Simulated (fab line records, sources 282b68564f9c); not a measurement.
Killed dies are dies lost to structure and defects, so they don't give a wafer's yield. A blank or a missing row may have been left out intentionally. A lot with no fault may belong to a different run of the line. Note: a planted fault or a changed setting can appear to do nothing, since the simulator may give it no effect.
fab line records	flow rit_cmos
[record] lots = 14	wafers = 42	last_day = 7
route steps=202 shown NWELL@37 CONTACT@176 M1@189
lots with no fault: from the same line, run without faults
start_h: start of the lot's first displayed wafer, in hours after the record's first day	wait_h: hours from the lot's prior step to this one	" repeats the value in the row above	L1.1+2: a single row standing in for several wafers	- no value, or no start given	* or withheld: withheld	< > ~ a bound
route shown NAME@n: NAME is a module with steps in the file, n the number in the route of the first one	usual: average and standard deviation across the fault-free wafers	same: alike in all rows	chamber/n: place in a boat	sites: per-site readings	_std_site: how widely they spread, as a standard deviation	_edge_site: the outer-site mean with the inner-site mean subtracted	radius_mm: for every site, how far away it sits from the centre of the wafer	mask NAME#n: copy n	behind: tool/chamber where the wafer was last shaped	hold: cause of the lot's hold/its duration in hours/its outcome	device: the transistor (n, p or np) that didn't switch	end of line: the same wafers' tests at the end of the route	a step given without rows: its recipe and nothing more	killed: dies that structure and defects cost at the first sort, which is not the same as the wafer's yield	map: a wafer's dies, marking killed ones x, the rest . and places with no die _
set.NAME: the setting that was run; set.NAME@STEP: the one run at that earlier step	model.NAME: the simulator's own value behind a step, which no gauge read
steps of the route over a sample of lots; a table a step, a row a wafer
services: when a tool's chamber went out of use (start_h, in hours from the record's first day, below 0 if earlier), for how many hours, and the reason
[[steps]]
[step RIT_NWELL_STRIP_09]
[recipe] chemistry = O2	time_s = 180	resist = NOVOLAK	platen_temp_c = withheld	power_w = 500	pressure_mtorr = 4000	o2_flow_sccm = 4000
[usual] chamber_pressure_mTorr = 4000/3.5	drypump_motor_current_A = 5.6/0.38
lot.wafer	tool	chamber	start_h	wait_h	chamber_pressure_mTorr	drypump_motor_current_A	rf_hours_counter_h
L231.3	plasma_asher-03	0	21.92	0.1	4006	5.8	-
L231.4	"	1	"	"	4000	5.4	-
L231.5	"	1	"	"	4003	5.4	-
L233.1	plasma_asher-01	1	31.96	0.1	3999	6.2	37
L233.2	"	0	"	"	4000	5.4	37
L233.4	"	0	"	"	4001	5.4	-
L234.3	plasma_asher-04	1	36.36	0.1	3998	5.5	-
L234.4	"	0	"	"	4001	4.9	-
L234.5	"	0	"	"	3999	4.9	-
L236.4	plasma_asher-03	1	47.31	0.1	4006	5.4	-
L236.5	"	0	"	"	3996	5.8	-
L236.6	"	1	"	"	4003	5.5	-
L238.1	plasma_asher-01	1	56.20	0.1	3996	6.2	40
L238.4	"	0	"	"	4005	5.4	-
L238.6	"	0	"	"	3999	5.4	-
L239.1	plasma_asher-03	0	62.41	0.1	4000	5.9	44
L239.4	"	1	"	"	4003	5.4	-
L239.5	"	1	"	"	4001	5.5	-
L241.1	plasma_asher-04	0	71.58	0.1	3999	4.9	28
L241.2	"	1	"	"	3994	5.5	28
L241.6	"	0	"	"	3999	4.9	-
L242.1	plasma_asher-03	1	76.05	0.1	4007	5.4	46
L242.5	"	1	"	"	4000	5.4	-
L242.6	"	0	"	"	3998	5.8	-
L245.2	plasma_asher-04	1	91.96	0.1	4003	5.5	30
L245.4	"	1	"	"	4004	5.5	-
L245.5	"	0	"	"	4002	4.9	-
L249.1	plasma_asher-03	0	110.79	0.1	3997	5.9	49
L249.3	"	1	"	"	3998	5.4	-
L249.5	"	0	"	"	4003	5.8	-
L251.1	plasma_asher-03	0	121.35	0.1	3995	5.8	51
L251.2	"	1	"	"	4002	5.4	51
L251.5	"	1	"	"	3999	5.4	-
L252.1	plasma_asher-03	1	125.81	0.1	4003	5.4	51
L252.4	"	0	"	"	4003	5.8	-
L252.6	"	1	"	"	3998	5.4	-
L253.2	plasma_asher-03	0	131.63	0.1	3998	5.8	52
L253.3	"	1	"	"	3996	5.4	-
L253.6	"	0	"	"	3996	5.9	-
L254.1	plasma_asher-03	1	135.96	0.1	4001	5.5	52
L254.2	"	0	"	"	4008	5.8	52
L254.5	"	1	"	"	4003	5.4	-
[step RIT_CONTACT_CD_MEAS_08]
[recipe] target_cd_nm = 1000
[usual] cd_nm = 1000.2/2.2
lot.wafer	tool	chamber	start_h	wait_h	cd_nm
L231.3	cd_sem-01	-	57.45	-	999.9
L231.4	"	-	"	"	1001.5
L231.5	"	-	"	"	1002.5
L233.1	cd_sem-02	-	67.57	-	1003.5
L233.2	"	-	"	"	999.6
L233.4	"	-	"	"	999.7
L234.3	cd_sem-01	-	69.17	-	1003.0
L234.4	"	-	"	"	1003.4
L234.5	"	-	"	"	1003.9
L236.4	cd_sem-01	-	77.85	-	1003.6
L236.5	"	-	"	"	1002.1
L236.6	"	-	"	"	1003.6
L238.1	cd_sem-02	-	85.89	-	1003.2
L238.4	"	-	"	"	1001.1
L238.6	"	-	"	"	1001.3
L239.1	cd_sem-01	-	92.26	-	997.5
L239.4	"	-	"	"	1001.3
L239.5	"	-	"	"	998.8
L241.1	cd_sem-01	-	101.96	-	1001.5
L241.2	"	-	"	"	999.6
L241.6	"	-	"	"	998.8
L242.1	cd_sem-01	-	106.27	-	997.7
L242.5	"	-	"	"	996.1
L242.6	"	-	"	"	998.6
L245.2	cd_sem-01	-	122.15	-	1002.1
L245.4	"	-	"	"	1002.1
L245.5	"	-	"	"	1001.6
L249.1	cd_sem-01	-	141.53	-	998.6
L249.3	"	-	"	"	999.4
L249.5	"	-	"	"	998.2
L251.1	cd_sem-01	-	152.37	-	997.5
L251.2	"	-	"	"	998.2
L251.5	"	-	"	"	1001.1
L252.1	cd_sem-01	-	156.69	-	998.3
L252.4	"	-	"	"	1000.4
L252.6	"	-	"	"	1000.6
L253.2	cd_sem-02	-	162.62	-	998.5
L253.3	"	-	"	"	999.2
L253.6	"	-	"	"	998.1
L254.1	cd_sem-02	-	172.04	-	999.8
L254.2	"	-	"	"	1001.4
L254.5	"	-	"	"	1002.1
[step RIT_CONTACT_STRIP_12]
[recipe] chemistry = O2	time_s = 187.2	resist = NOVOLAK	platen_temp_c = withheld	power_w = 500	pressure_mtorr = 4000	o2_flow_sccm = 4000
[usual] chamber_pressure_mTorr = 4000/3.9	drypump_motor_current_A = 5.7/0.32
lot.wafer	tool	chamber	start_h	wait_h	chamber_pressure_mTorr	drypump_motor_current_A	rf_hours_counter_h
L231.3	plasma_asher-02	1	57.97	0.2	3998	5.7	-
L231.4	"	0	"	"	4001	5.3	-
L231.5	"	0	"	"	3997	5.3	-
L233.1	plasma_asher-01	1	68.07	0.1	4003	6.2	42
L233.2	"	0	"	"	3998	5.4	42
L233.4	"	0	"	"	3999	5.4	-
L234.3	plasma_asher-03	0	69.69	0.2	3998	5.9	-
L234.4	"	1	"	"	4003	5.4	-
L234.5	"	0	"	"	4003	5.8	-
L236.4	plasma_asher-02	1	78.34	0.2	4000	5.7	-
L236.5	"	0	"	"	4004	5.2	-
L236.6	"	1	"	"	4000	5.7	-
L238.1	plasma_asher-03	1	86.39	0.1	3999	5.4	47
L238.4	"	1	"	"	4004	5.5	-
L238.6	"	0	"	"	3998	5.8	-
L239.1	plasma_asher-03	1	92.77	0.1	3999	5.4	48
L239.4	"	0	"	"	4001	5.9	-
L239.5	"	0	"	"	4010	5.8	-
L241.1	plasma_asher-01	0	102.46	0.1	4003	5.4	45
L241.2	"	1	"	"	4002	6.2	45
L241.6	"	0	"	"	3998	5.4	-
L242.1	plasma_asher-03	0	106.77	0.1	4001	5.8	49
L242.5	"	1	"	"	4006	5.5	-
L242.6	"	0	"	"	4001	5.9	-
L245.2	plasma_asher-01	0	122.63	0.1	4004	5.4	47
L245.4	"	0	"	"	4002	5.4	-
L245.5	"	1	"	"	4008	6.2	-
L249.1	plasma_asher-03	0	142.09	0.1	4000	5.9	53
L249.3	"	1	"	"	3997	5.4	-
L249.5	"	0	"	"	3996	5.9	-
L251.1	plasma_asher-02	0	152.88	0.1	3996	5.3	4
L251.2	"	1	"	"	3998	5.7	4
L251.5	"	0	"	"	3993	5.3	-
L252.1	plasma_asher-02	0	157.19	0.1	3992	5.3	5
L252.4	"	0	"	"	4001	5.3	-
L252.6	"	0	"	"	3996	5.3	-
L253.2	plasma_asher-02	1	163.10	0.1	4001	5.7	5
L253.3	"	0	"	"	3997	5.3	-
L253.6	"	0	"	"	4000	5.3	-
L254.1	plasma_asher-02	0	172.54	0.1	3995	5.3	6
L254.2	"	1	"	"	4002	5.7	6
L254.5	"	0	"	"	4002	5.3	-
[step RIT_M1_SOFTBAKE_05]
[recipe] resist = NOVOLAK	temp_c = 90	time_s = 60
[usual] chill_plate_temp_C = 23.00/0.098	heater_power_total_W = 34.56/0.05	plate_temp_C = 90.04/0.13
lot.wafer	tool	chamber	start_h	wait_h	chill_plate_temp_C	heater_power_total_W	plate_temp_C
L231.3	litho_track-02	0	59.40	0.1	22.94	34.55	90.15
L231.4	"	0	"	"	22.95	34.52	90.10
L231.5	"	0	"	"	22.87	34.61	90.14
L233.1	litho_track-02	0	69.49	0.1	22.87	34.59	90.05
L233.2	"	0	"	"	22.90	34.57	90.25
L233.4	"	0	"	"	23.00	34.50	90.16
L234.3	litho_track-01	0	71.10	0.1	23.05	34.57	90.02
L234.4	"	0	"	"	23.03	34.59	89.97
L234.5	"	0	"	"	23.08	34.64	89.90
L236.4	litho_track-01	0	79.80	0.1	23.04	34.47	89.93
L236.5	"	0	"	"	22.78	34.52	89.87
L236.6	"	0	"	"	22.88	34.57	89.81
L238.1	litho_track-04	0	87.82	0.1	22.88	34.56	90.17
L238.4	"	0	"	"	22.98	34.49	90.10
L238.6	"	0	"	"	22.89	34.56	90.11
L239.1	litho_track-02	0	94.20	0.1	23.02	34.53	90.01
L239.4	"	0	"	"	22.95	34.61	90.14
L239.5	"	0	"	"	22.89	34.50	89.92
L241.1	litho_track-02	0	103.88	0.1	23.14	34.65	90.10
L241.2	"	0	"	"	23.00	34.58	89.99
L241.6	"	0	"	"	23.04	34.44	89.97
L242.1	litho_track-01	0	108.19	0.1	22.87	34.55	90.11
L242.5	"	0	"	"	22.98	34.47	90.06
L242.6	"	0	"	"	23.08	34.59	90.17
L245.2	litho_track-01	0	124.07	0.1	22.89	35.81	92.50
L245.4	"	0	"	"	23.13	35.78	92.43
L245.5	"	0	"	"	23.08	35.83	92.58
L249.1	litho_track-01	0	143.51	0.1	22.90	35.85	92.60
L249.3	"	0	"	"	23.08	35.80	92.56
L249.5	"	0	"	"	23.06	35.81	92.59
L251.1	litho_track-02	0	154.29	0.1	23.01	34.56	90.08
L251.2	"	0	"	"	22.95	34.55	89.97
L251.5	"	0	"	"	23.01	34.61	90.08
L252.1	litho_track-02	0	158.62	0.1	22.97	34.71	90.11
L252.4	"	0	"	"	23.17	34.61	90.12
L252.6	"	0	"	"	23.18	34.59	90.06
L253.2	litho_track-02	0	164.56	0.1	22.92	34.57	90.01
L253.3	"	0	"	"	22.88	34.53	90.35
L253.6	"	0	"	"	22.87	34.55	90.18
L254.1	litho_track-02	0	173.98	0.1	22.89	34.61	89.97
L254.2	"	0	"	"	22.77	34.58	89.79
L254.5	"	0	"	"	22.78	34.52	89.79
[step RIT_M1_PROBE_99]
[usual] defect_limited_yield = 97.3/1.1	killed_at_M0_to_M3 = 0.0/0.083	killed_at_contacts = 0.1/0.24	killed_at_front_end = 7.1/2.8	killed_dies = 7.2/2.8	killed_open = 3.6/2.1	killed_short = 3.6/1.9	sort_bin_3_pad_short = 0.2/0.25	sort_bin_5_function = 1.6/0.78	sort_bin_6_memory = 1.0/0.65	sort_n_pass = 256.8/2.8	sort_yield_pct = 97.3/1.1
[same] gross_dies = 264	killed_at_M4_up = 0	killed_at_back_side = 0	killed_at_other = 0
lot.wafer	tool	chamber	start_h	wait_h	defect_limited_yield[%]	killed_at_M0_to_M3	killed_at_contacts	killed_at_front_end	killed_dies	killed_open	killed_short	sort_bin_3_pad_short[%]	sort_bin_5_function[%]	sort_bin_6_memory[%]	sort_n_pass	sort_yield_pct[%]
L231.3	prober-01	-	62.80	0.2	97.7	0	0	6	6	3	3	0	1.1	1.1	258.0	97.7
L231.4	prober-01	-	62.85	0.2	95.8	0	0	11	11	3	8	0.4	2.7	1.1	253.0	95.8
L231.5	prober-01	-	62.90	0.2	97.7	0	0	6	6	4	2	0.4	1.5	0.4	258.0	97.7
L233.1	prober-01	-	72.85	0.1	95.5	0	0	12	12	5	7	0.4	2.3	1.9	252.0	95.5
L233.2	prober-01	-	72.90	0.1	96.2	0	0	10	10	6	4	0	3.0	0.8	254.0	96.2
L233.4	prober-01	-	73.00	0.2	97.3	0	0	7	7	2	5	0	1.1	1.5	257.0	97.3
L234.3	prober-02	-	74.70	0.2	98.1	0	0	5	5	2	3	0.4	1.5	0	259.0	98.1
L234.4	prober-02	-	74.75	0.2	97.3	0	1	6	7	3	4	0	1.9	0.8	257.0	97.3
L234.5	prober-02	-	74.80	0.2	97.0	0	0	8	8	6	2	0	1.9	1.1	256.0	97.0
L236.4	prober-02	-	83.31	0.2	95.8	0	0	11	11	9	2	0	1.9	2.3	253.0	95.8
L236.5	prober-02	-	83.36	0.2	98.9	0	1	2	3	2	1	0	0.8	0.4	261.0	98.9
L236.6	prober-02	-	83.41	0.2	98.9	0	0	3	3	3	0	0	0.4	0.8	261.0	98.9
L238.1	prober-02	-	91.06	0.1	96.6	0	0	9	9	3	6	0	1.1	2.3	255.0	96.6
L238.4	prober-02	-	91.21	0.2	98.1	0	0	5	5	3	2	0	1.9	0	259.0	98.1
L238.6	prober-02	-	91.31	0.2	97.0	0	1	7	8	5	3	0	1.5	1.5	256.0	97.0
L239.1	prober-01	-	97.79	0.1	95.5	0	0	12	12	6	6	0.4	1.5	2.7	252.0	95.5
L239.4	prober-01	-	97.94	0.2	97.7	0	0	6	6	4	2	0	1.1	1.1	258.0	97.7
L239.5	prober-01	-	97.99	0.2	95.1	0	0	13	13	7	6	0.8	1.5	2.7	251.0	95.1
L241.1	prober-02	-	107.36	0.1	96.6	0	0	9	9	3	6	0	1.5	1.9	255.0	96.6
L241.2	prober-02	-	107.41	0.1	99.2	0	0	2	2	2	0	0	0	0.8	262.0	99.2
L241.6	prober-02	-	107.61	0.2	99.2	0	0	2	2	0	2	0	0.8	0	262.0	99.2
L242.1	prober-01	-	111.43	0.1	97.7	0	0	6	6	3	3	0.4	1.9	0	258.0	97.7
L242.5	prober-01	-	111.63	0.2	98.5	0	0	4	4	1	3	0.4	0.4	0.8	260.0	98.5
L242.6	prober-01	-	111.68	0.2	98.1	0	0	5	5	2	3	0	1.1	0.8	259.0	98.1
L245.2	prober-02	-	127.86	0.1	94.7	0	0	14	14	7	7	0.4	3.8	1.1	250.0	94.7
L245.4	prober-02	-	127.96	0.2	96.6	0	0	9	9	3	6	0	2.7	0.8	255.0	96.6
L245.5	prober-02	-	128.01	0.2	95.5	0	0	12	12	7	5	0.4	3.0	1.1	252.0	95.5
L249.1	prober-02	-	146.75	0.1	96.2	0	0	10	10	5	5	0	3.4	0.4	254.0	96.2
L249.3	prober-02	-	146.85	0.2	95.1	0	1	12	13	7	6	0	1.9	3.0	251.0	95.1
L249.5	prober-02	-	146.95	0.2	97.3	0	0	7	7	3	4	0	0.8	1.9	257.0	97.3
L251.1	prober-02	-	157.55	0.1	96.6	0	0	9	9	2	7	0.4	2.3	0.8	255.0	96.6
L251.2	prober-02	-	157.60	0.1	97.3	0	0	7	7	2	5	0.8	1.5	0.4	257.0	97.3
L251.5	prober-02	-	157.75	0.2	98.1	0	0	5	5	1	4	0.4	1.1	0.4	259.0	98.1
L252.1	prober-01	-	161.88	0.1	96.2	0	0	10	10	6	4	0	1.5	2.3	254.0	96.2
L252.4	prober-01	-	162.03	0.2	98.1	0	0	5	5	0	5	0	1.5	0.4	259.0	98.1
L252.6	prober-01	-	162.13	0.2	97.0	0	0	8	8	2	6	0	1.5	1.5	256.0	97.0
L253.2	prober-02	-	167.96	0.1	96.2	0	0	10	10	7	3	0.4	2.3	1.1	254.0	96.2
L253.3	prober-02	-	168.01	0.2	98.9	0	0	3	3	1	2	0	1.1	0	261.0	98.9
L253.6	prober-02	-	168.16	0.2	97.3	0	0	7	7	5	2	0	1.5	1.1	257.0	97.3
L254.1	prober-02	-	178.67	0.1	97.7	1	0	5	6	2	4	0.4	0.8	1.1	258.0	97.7
L254.2	prober-02	-	178.72	0.1	97.0	0	0	8	8	6	2	0.4	1.5	1.1	256.0	97.0
L254.5	prober-02	-	178.87	0.2	97.0	0	1	7	8	5	3	0	2.7	0.4	256.0	97.0
// killed by level:class
L231.3 SILICIDE:geometric_particle:open=2 FOX2:geometric_particle:short=1 GATE:geometric_particle:open=1 GATE:geometric_particle:short=1 REOX:geometric_particle:short=1
L231.4 GATE:geometric_particle:short=7 FOX1:geometric_particle:short=1 FOX1:geometric_particle:open=1 REOX:geometric_particle:open=1 SPACER:geometric_particle:open=1
L231.5 GATE:geometric_particle:open=3 SPACER:geometric_particle:short=2 FOX2:geometric_particle:open=1
L233.1 FOX1:geometric_particle:open=2 REOX:geometric_particle:short=2 SPACER:geometric_particle:short=2 SPACER:geometric_particle:open=2 FOX1:geometric_particle:short=1 FOX2:geometric_particle:short=1 GATE:geometric_particle:short=1 REOX:geometric_particle:open=1
L233.2 GATE:geometric_particle:open=3 REOX:geometric_particle:open=2 REOX:geometric_particle:short=2 FOX1:geometric_particle:short=1 SPACER:geometric_particle:open=1 SPACER:geometric_particle:short=1
L233.4 GATE:geometric_particle:short=3 FOX1:geometric_particle:short=1 REOX:geometric_particle:short=1 SPACER:geometric_particle:open=1 SILICIDE:geometric_particle:open=1
L234.3 FOX1:geometric_particle:short=2 SILICIDE:geometric_particle:open=2 SILICIDE:geometric_particle:short=1
L234.4 SPACER:geometric_particle:open=2 FOX1:geometric_particle:short=1 FOX1:geometric_particle:open=1 REOX:geometric_particle:short=1 SILICIDE:geometric_particle:short=1 CONTACT:geometric_particle:short=1
L234.5 SILICIDE:geometric_particle:open=3 GATE:geometric_particle:open=2 GATE:geometric_particle:short=1 REOX:geometric_particle:short=1 SPACER:geometric_particle:open=1
L236.4 GATE:geometric_particle:open=5 REOX:geometric_particle:open=2 FOX1:geometric_particle:open=1 GATE:geometric_particle:short=1 REOX:geometric_particle:short=1 SPACER:geometric_particle:open=1
L236.5 FOX2:geometric_particle:short=1 GATE:geometric_particle:open=1 CONTACT:geometric_particle:open=1
L236.6 REOX:geometric_particle:open=2 SILICIDE:geometric_particle:open=1
L238.1 SPACER:geometric_particle:short=3 FOX1:geometric_particle:short=2 GATE:geometric_particle:open=1 SPACER:geometric_particle:open=1 SILICIDE:geometric_particle:open=1 SILICIDE:geometric_particle:short=1
L238.4 GATE:geometric_particle:short=2 FOX1:geometric_particle:open=1 GATE:geometric_particle:open=1 SPACER:geometric_particle:open=1
L238.6 FOX1:geometric_particle:short=2 SILICIDE:geometric_particle:open=2 FOX1:geometric_particle:open=1 GATE:geometric_particle:open=1 SPACER:geometric_particle:short=1 CONTACT:geometric_particle:open=1
L239.1 GATE:geometric_particle:open=3 FOX2:geometric_particle:open=2 SPACER:geometric_particle:short=2 FOX1:geometric_particle:short=1 FOX2:geometric_particle:short=1 GATE:geometric_particle:short=1 REOX:geometric_particle:short=1 SPACER:geometric_particle:open=1
L239.4 SILICIDE:geometric_particle:open=2 GATE:geometric_particle:short=1 REOX:geometric_particle:open=1 REOX:geometric_particle:short=1 SPACER:geometric_particle:open=1
L239.5 GATE:geometric_particle:open=3 FOX1:geometric_particle:short=2 SPACER:geometric_particle:short=2 FOX1:geometric_particle:open=1 FOX2:geometric_particle:open=1 GATE:geometric_particle:short=1 REOX:geometric_particle:short=1 SPACER:geometric_particle:open=1
L241.1 SILICIDE:geometric_particle:short=3 FOX2:geometric_particle:short=1 GATE:geometric_particle:open=1 REOX:geometric_particle:short=1 REOX:geometric_particle:open=1 SPACER:geometric_particle:short=1 SILICIDE:geometric_particle:open=1
L241.2 REOX:geometric_particle:open=1 SILICIDE:geometric_particle:open=1
L241.6 FOX1:geometric_particle:short=1 SPACER:geometric_particle:short=1
L242.1 FOX1:geometric_particle:open=2 FOX1:geometric_particle:short=2 GATE:geometric_particle:short=1 SPACER:geometric_particle:open=1
L242.5 FOX1:geometric_particle:short=1 REOX:geometric_particle:short=1 SPACER:geometric_particle:open=1 SILICIDE:geometric_particle:short=1
L242.6 GATE:geometric_particle:short=3 FOX1:geometric_particle:open=2
L245.2 FOX1:geometric_particle:open=3 FOX1:geometric_particle:short=3 REOX:geometric_particle:short=3 SILICIDE:geometric_particle:open=2 FOX2:geometric_particle:open=1 REOX:geometric_particle:open=1 SILICIDE:geometric_particle:short=1
L245.4 FOX1:geometric_particle:short=2 GATE:geometric_particle:short=2 FOX2:geometric_particle:open=1 REOX:geometric_particle:open=1 REOX:geometric_particle:short=1 SPACER:geometric_particle:short=1 SILICIDE:geometric_particle:open=1
L245.5 GATE:geometric_particle:open=4 GATE:geometric_particle:short=4 FOX1:geometric_particle:open=2 REOX:geometric_particle:short=1 SILICIDE:geometric_particle:open=1
L249.1 GATE:geometric_particle:short=4 GATE:geometric_particle:open=3 FOX1:geometric_particle:open=1 SILICIDE:geometric_particle:short=1 REOX:geometric_particle:open=1
L249.3 GATE:geometric_particle:short=3 GATE:geometric_particle:open=2 SILICIDE:geometric_particle:open=2 FOX1:geometric_particle:open=1 FOX2:geometric_particle:open=1 REOX:geometric_particle:short=1 REOX:geometric_particle:open=1 SILICIDE:geometric_particle:short=1
L249.5 FOX1:geometric_particle:short=1 FOX2:geometric_particle:short=1 GATE:geometric_particle:open=1 GATE:geometric_particle:short=1 REOX:geometric_particle:open=1 SILICIDE:geometric_particle:short=1 SILICIDE:geometric_particle:open=1
L251.1 FOX2:geometric_particle:short=3 GATE:geometric_particle:short=3 FOX1:geometric_particle:open=1 FOX2:geometric_particle:open=1 SPACER:geometric_particle:short=1
L251.2 GATE:geometric_particle:short=4 FOX2:geometric_particle:short=1 GATE:geometric_particle:open=1 SPACER:geometric_particle:open=1
L251.5 FOX2:geometric_particle:short=2 FOX1:geometric_particle:open=1 FOX1:geometric_particle:short=1 SPACER:geometric_particle:short=1
L252.1 GATE:geometric_particle:open=4 GATE:geometric_particle:short=2 FOX1:geometric_particle:open=1 FOX2:geometric_particle:open=1 SPACER:geometric_particle:short=1 SILICIDE:geometric_particle:short=1
L252.4 GATE:geometric_particle:short=2 FOX1:geometric_particle:short=1 SPACER:geometric_particle:short=1 SILICIDE:geometric_particle:short=1
L252.6 GATE:geometric_particle:short=2 GATE:geometric_particle:open=2 SPACER:geometric_particle:short=2 SILICIDE:geometric_particle:short=2
L253.2 GATE:geometric_particle:open=4 GATE:geometric_particle:short=2 FOX1:geometric_particle:open=1 REOX:geometric_particle:short=1 SPACER:geometric_particle:open=1 SILICIDE:geometric_particle:open=1
L253.3 FOX1:geometric_particle:short=1 FOX1:geometric_particle:open=1 REOX:geometric_particle:short=1
L253.6 GATE:geometric_particle:open=2 FOX1:geometric_particle:open=1 FOX2:geometric_particle:open=1 GATE:geometric_particle:short=1 REOX:geometric_particle:short=1 SILICIDE:geometric_particle:open=1
L254.1 GATE:geometric_particle:short=3 REOX:geometric_particle:open=2 M1:geometric_particle:short=1
L254.2 GATE:geometric_particle:open=3 GATE:geometric_particle:short=2 SPACER:geometric_particle:open=2 REOX:geometric_particle:open=1
L254.5 SILICIDE:geometric_particle:open=2 GATE:geometric_particle:open=1 REOX:geometric_particle:short=1 REOX:geometric_particle:open=1 SPACER:geometric_particle:open=1 SPACER:geometric_particle:short=1 CONTACT:geometric_particle:short=1
[[services]]
tool	chamber	start_h	hours	kind
plasma_asher-01	-	26.35	2.8	pm
plasma_asher-04	-	38.69	1.9	repair
plasma_asher-04	-	55.52	12.9	repair
plasma_asher-01	-	61.46	1.8	repair
plasma_asher-03	-	96.68	6.2	repair
plasma_asher-02	-	108.75	9.0	pm
plasma_asher-02	0	108.75	9.0	vent_cycle
plasma_asher-02	1	108.75	9.0	vent_cycle
plasma_asher-02	0	117.75	-	clean
plasma_asher-02	1	117.75	-	clean
plasma_asher-01	-	128.92	8.7	repair
plasma_asher-03	-	147.66	7.8	repair
plasma_asher-03	-	162.77	3.1	repair
plasma_asher-04	-	172.45	2.3	repair
[[key]]
[first_sign] step = RIT_M1_SOFTBAKE_05	reading = heater_power_total_W	direction = up	sigmas = 25	usual = 34.56	struck = 35.81
[effect] step = RIT_M1_SOFTBAKE_05	reading = plate_temp_C	direction = up	sigmas = 19	usual = *	struck = *
met_at RIT_M1_SOFTBAKE_05
struck_lots L245,L249
not_acting_at RIT_NWELL_STRIP_09,RIT_CONTACT_CD_MEAS_08,RIT_CONTACT_STRIP_12
onset_between 108.19 124.07
[fault] kind = process_parameter_drift	tool = litho_track-01	chamber = -	onset_h = 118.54	steps = RIT_M1_SOFTBAKE_05	channel = temp_c	offset = *	shape = step	end_h = 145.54	acts_in = *	stated = *
